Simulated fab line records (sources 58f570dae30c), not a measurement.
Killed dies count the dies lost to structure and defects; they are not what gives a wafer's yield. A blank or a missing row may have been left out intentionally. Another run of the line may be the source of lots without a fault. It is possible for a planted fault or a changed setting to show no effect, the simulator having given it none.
2 desks looking at one fault | flow berkeley cmos170 | each desk has only its own numbers; what lay behind them comes last

== FROM THE METROLOGY DESK ==
What the gauges read, lot by lot, whatever tool the lot ran on: means of the sampled wafers that have a number. Marked OUT: a lot whose mean sits more than 4 standard deviations from the usual mean, which makes it out of limits; the brackets give that distance.
Columns: A = cd nm at UCB170_NLDD_CD_MEAS_06, usual 1199.7 nm; B = NLDD_OVL at UCB170_NLDD_OVL_MEAS_07, usual 6 nm; C = NLDD_TW at UCB170_NLDD_TW_MEAS_11, usual 2238; D = SPACER_TEOS_THK at UCB170_SPACER_THK_MEAS_01, usual 377 nm
lot  | first seen here | A      | B  | C    | D
L963 | day 6 23:17     | 1198.2 | 4  | 2192 | 375
L967 | day 8 00:59     | 1200.5 | 6  | 2267 | 378
L974 | day 9 00:46     | 1199.5 | -2 | 2251 | 453 (+13) OUT
L976 | day 9 19:49     | 1198.6 | 14 | 2246 | 451 (+13) OUT
L977 | day 10 02:49    | 1200.8 | 9  | 2252 | 373
L982 | day 11 01:06    | 1200.6 | 5  | 2186 | 376
This desk's finding: out of limits on L974, L976; first on L974, day 9 01:35 (SPACER_TEOS_THK at UCB170_SPACER_THK_MEAS_01). In limits: L963, L967, L977, L982.

== TOOL OWNER'S DESK, pecvd-03 ==
The tool's own readings at UCB170_SPACER_CVD_00 (deposits SiO2 from TEOS/O2, target thk 376 nm, time 47 s): means of the sampled wafers that have a number, for each lot that ran on this tool. Marked OUT: a lot whose mean sits more than 4 standard deviations from the usual mean, which makes it out of limits; the brackets give that distance.
Columns: A = heater power w at UCB170_SPACER_CVD_00, usual 262 W
lot  | first seen here | A
L967 | day 8 01:44     | 348
L974 | day 9 01:33     | 245
L976 | day 9 20:37     | 251
This desk found nothing out of limits on any of the 3 lots.

== PUT TOGETHER ==
L974, L976 would have let the metrology desk raise an alarm at day 9 01:35.
The tool owner's desk saw nothing out of limits.
The tool owner's desk has L974, L976 on record, within its limits.
UCB170_SPACER_CVD_00 was run on pecvd-03 by each of the lots named.

== WHAT HAD BEEN PUT IN BY THE SIMULATOR ==
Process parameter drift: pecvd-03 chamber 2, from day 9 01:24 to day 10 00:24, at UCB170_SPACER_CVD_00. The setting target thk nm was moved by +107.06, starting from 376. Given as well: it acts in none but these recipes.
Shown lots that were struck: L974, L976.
Per desk, hours elapsed from the start of the fault to the first reading out of limits: for the metrology desk, 0.
